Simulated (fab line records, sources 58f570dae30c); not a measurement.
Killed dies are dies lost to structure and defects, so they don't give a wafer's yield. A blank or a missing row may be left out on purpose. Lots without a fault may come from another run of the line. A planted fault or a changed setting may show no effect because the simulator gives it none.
Which tool did it? | flow berkeley_cmos170 | 14 lots, 42 wafers sampled, at 4 steps of a route of 331

WHAT THE GAUGES READ, wafer by wafer
UCB170_PWELL_THK_MEAS_03. Usual: PWELL_OXIDE_THK 26.5 nm, standard deviation 0.46.
lot  | measured    | on            | PWELL_OXIDE_THK (nm) | flag
L556 | day 3 05:22 | film_metro-03 | 26.3 26.8 26.4       |
L555 | day 3 05:23 | film_metro-02 | 26.7 26.6 26.6       |
L558 | day 3 19:55 | film_metro-03 | 27.6 27.3 27.4       |
L560 | day 3 19:55 | film_metro-02 | 27.3 27.2 26.5       |
L561 | day 4 08:53 | film_metro-02 | 26.0 26.1 26.3       |
L563 | day 4 18:44 | film_metro-03 | 26.2 26.3 25.8       |
L564 | day 4 18:44 | film_metro-02 | 26.1 26.6 26.6       |
L565 | day 5 07:49 | film_metro-03 | 26.5 26.8 27.0       |
L567 | day 5 19:22 | film_metro-03 | 27.3 26.7 27.3       |
L572 | day 6 18:20 | film_metro-03 | 26.4 26.6 26.8       |
L574 | day 7 01:27 | film_metro-03 | 26.0 25.9 26.2       |
L576 | day 7 13:09 | film_metro-03 | 26.8 27.0 27.3       |
L577 | day 7 22:40 | film_metro-03 | 26.1 26.0 25.7       |
L578 | day 7 22:41 | film_metro-02 | 26.6 26.6 26.6       |

UCB170_ACTIVE_OVL_MEAS_14. Usual: ACTIVE_OVL -3 nm, standard deviation 5.5.
lot  | measured    | on         | ACTIVE_OVL (nm) | flag
L556 | day 5 09:32 | overlay-02 | 0 -3 -3         |
L555 | day 5 09:47 | overlay-01 | -6 2 -7         |
L558 | day 5 20:32 | overlay-02 | -2 -12 6        |
L560 | day 5 20:25 | overlay-01 | -3 -7 -4        |
L561 | day 6 07:01 | overlay-01 | -5 -4 -8        |
L563 | day 6 18:40 | overlay-02 | -5 -11 -9       |
L564 | day 6 18:26 | overlay-01 | -4 -5 -3        |
L565 | day 7 02:10 | overlay-01 | 0 -7 -3         |
L567 | day 7 14:59 | overlay-01 | -7 -12 -2       |
L572 | day 8 15:50 | overlay-01 | 5 -5 3          |
L574 | day 9 04:50 | overlay-01 | 3 1 2           |
L576 | day 9 05:23 | overlay-02 | -1 -18 -12      |
L577 | day 9 15:22 | overlay-01 | -2 1 -1         |
L578 | day 9 15:02 | overlay-01 | 3 6 3           |

UCB170_NVT_TW_MEAS_09. Usual: NVT_TW 526.4, standard deviation 2.9.
lot  | measured     | on            | NVT_TW            | flag
L556 | day 6 20:58  | film_metro-03 | 526.5 529.9 526.4 |
L555 | day 6 20:43  | film_metro-02 | 525.3 525.1 525.8 |
L558 | day 7 08:27  | film_metro-02 | 525.9 525.0 527.8 |
L560 | day 7 08:07  | film_metro-03 | 528.5 529.4 529.1 |
L561 | day 7 22:14  | film_metro-02 | 525.5 527.8 524.6 |
L563 | day 8 07:41  | film_metro-03 | 528.8 531.8 529.0 |
L564 | day 8 07:37  | film_metro-02 | 527.0 529.1 527.6 |
L565 | day 8 18:32  | film_metro-01 | 531.0 530.3 529.4 |
L567 | day 9 05:17  | film_metro-03 | 528.6 528.4 529.3 |
L572 | day 10 03:07 | film_metro-03 | 522.5 523.0 523.8 |
L574 | day 10 20:34 | film_metro-02 | 523.9 524.3 522.4 |
L576 | day 10 20:34 | film_metro-03 | 525.3 525.5 524.5 |
L577 | day 11 04:47 | film_metro-02 | 523.7 523.8 527.4 |
L578 | day 11 04:54 | film_metro-03 | 523.8 522.4 521.7 |

WHICH TOOL RAN EACH LOT (tool, then ch and the chambers of the sampled wafers, then the start)
lot  | UCB170_NVT_IMPLANT_07
L556 | implanter-02 ch 0, day 6 20:43
L555 | implanter-03 ch 0, day 6 20:29
L558 | implanter-02 ch 0, day 7 08:12
L560 | implanter-03 ch 0, day 7 07:52
L561 | implanter-03 ch 0, day 7 21:59
L563 | implanter-03 ch 0, day 8 07:26
L564 | implanter-02 ch 0, day 8 07:22
L565 | implanter-02 ch 0, day 8 18:18
L567 | implanter-03 ch 0, day 9 05:02
L572 | implanter-02 ch 0, day 10 02:55
L574 | implanter-02 ch 0, day 10 20:19
L576 | implanter-01 ch 0, day 10 20:19
L577 | implanter-01 ch 0, day 11 04:32
L578 | implanter-02 ch 0, day 11 04:41
- UCB170_NVT_IMPLANT_07

WHAT THE TOOLS THEMSELVES READ (means of the sampled wafers that have a number; where no wafer has one, the mark that the record gives instead)
UCB170_NVT_IMPLANT_07. Usual: beam_energy_keV 49.998, standard deviation 0.014; dose_ions_cm2 3e+12, standard deviation 3.1e+09.
lot  | tool         | beam_energy_keV | dose_ions_cm2 | flag
L556 | implanter-02 | 49.998          | 3e+12         |
L555 | implanter-03 | 49.986          | 3e+12         |
L558 | implanter-02 | 49.990          | 3e+12         |
L560 | implanter-03 | 49.993          | 3e+12         |
L561 | implanter-03 | 49.986          | 3e+12         |
L563 | implanter-03 | 50.015          | 3e+12         |
L564 | implanter-02 | 49.998          | 3e+12         |
L565 | implanter-02 | 50.007          | 3e+12         |
L567 | implanter-03 | 50.004          | 3e+12         |
L572 | implanter-02 | 49.993          | 3e+12         |
L574 | implanter-02 | 50.002          | 3e+12         |
L576 | implanter-01 | 49.997          | 3e+12         |
L577 | implanter-01 | 50.002          | 3e+12         |
L578 | implanter-02 | 49.997          | 3e+12         |

THE ANSWER, worked out from the rows above alone
Rule: a lot is off if the mean of its wafers that have a number lies more than 3 standard deviations from the usual mean. A lot without any number at a reading at which 4 lots or more have one is off too. The other lots that the step has rows for count as sound. The gauges are gone through in route order, then the tools' own readings, and for those a lot's mean is taken as printed above. The first step at which some lot is off is used, and at that step the reading that is off furthest; a lot without a number counts as furthest.
No lot is off at any reading shown: from this, nothing can be told.

WHAT THE SIMULATOR HAD PUT IN
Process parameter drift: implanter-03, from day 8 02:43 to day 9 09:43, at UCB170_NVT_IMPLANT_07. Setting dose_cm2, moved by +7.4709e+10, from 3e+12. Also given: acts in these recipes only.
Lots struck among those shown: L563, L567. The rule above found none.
